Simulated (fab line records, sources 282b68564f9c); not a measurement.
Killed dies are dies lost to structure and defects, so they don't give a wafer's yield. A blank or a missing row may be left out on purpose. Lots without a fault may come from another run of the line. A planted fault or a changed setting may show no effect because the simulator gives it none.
Which tool did it? | flow rit_cmos | 7 lots, 21 wafers sampled, at 2 steps of a route of 202

WHAT THE GAUGES READ, wafer by wafer
RIT_NSD_OVL_MEAS_06.
lot  | measured    | on         | NSD_OVL (nm)
L762 | day 4 12:14 | overlay-01 | -0.7 -1.2 -0.1
L767 | day 5 18:41 | overlay-02 | 3.2 -0.1 -0.4
L771 | day 6 03:47 | overlay-01 | - - -
L775 | day 6 12:58 | overlay-02 | -2.3 -1.6 -1.9
L776 | day 6 22:29 | overlay-01 | -0.7 -0.4 -1.8
L781 | day 7 12:41 | overlay-02 | 1.0 -0.7 -1.4
L783 | day 7 23:54 | overlay-01 | -3.1 -4.0 -3.5

WHICH TOOL RAN EACH LOT (tool, then ch and the chambers of the sampled wafers, then the start)
lot  | RIT_NSD_COAT_01
L762 | litho_track-01 ch 0, day 4 11:25
L767 | litho_track-02 ch 0, day 5 17:52
L771 | litho_track-01, day 6 02:46
L775 | litho_track-03 ch 0, day 6 12:16
L776 | litho_track-02 ch 0, day 6 21:42
L781 | litho_track-03 ch 0, day 7 11:50
L783 | litho_track-02 ch 0, day 7 23:04
- RIT_NSD_COAT_01: resist thk 1000 nm.

THE ANSWER, worked out from the rows above alone
Rule: what is usual is taken from the lots themselves. Put in order of their means at a reading, lots are off if they are a third of the lots or fewer, leave a main group of 4 or more, and stand apart from it by a gap of 3 or more times the standard deviation of the main group's means; of several such gaps the widest counts. A main group whose means are all the same, to the digits that the tables above print for the reading, isn't used. A lot without any number at a reading at which 4 lots or more have one is off too. The other lots that the step has rows for count as sound.
Off: L771, at RIT_NSD_OVL_MEAS_06 (NSD_OVL). Without a number there: L771. The main group: mean -1.1 nm, standard deviation 1.4.
A tool fits if, at a process step before that reading, it ran every lot that is off, and no sound lot after the first of them. The gauges at RIT_NSD_OVL_MEAS_06 are tried like those tools. One fits: litho_track-01 at RIT_NSD_COAT_01. Its last sound lot is L762 (day 4 11:25), its first lot that is off L771 (day 6 02:46): a fault that began between those two fits.

WHAT THE SIMULATOR HAD PUT IN
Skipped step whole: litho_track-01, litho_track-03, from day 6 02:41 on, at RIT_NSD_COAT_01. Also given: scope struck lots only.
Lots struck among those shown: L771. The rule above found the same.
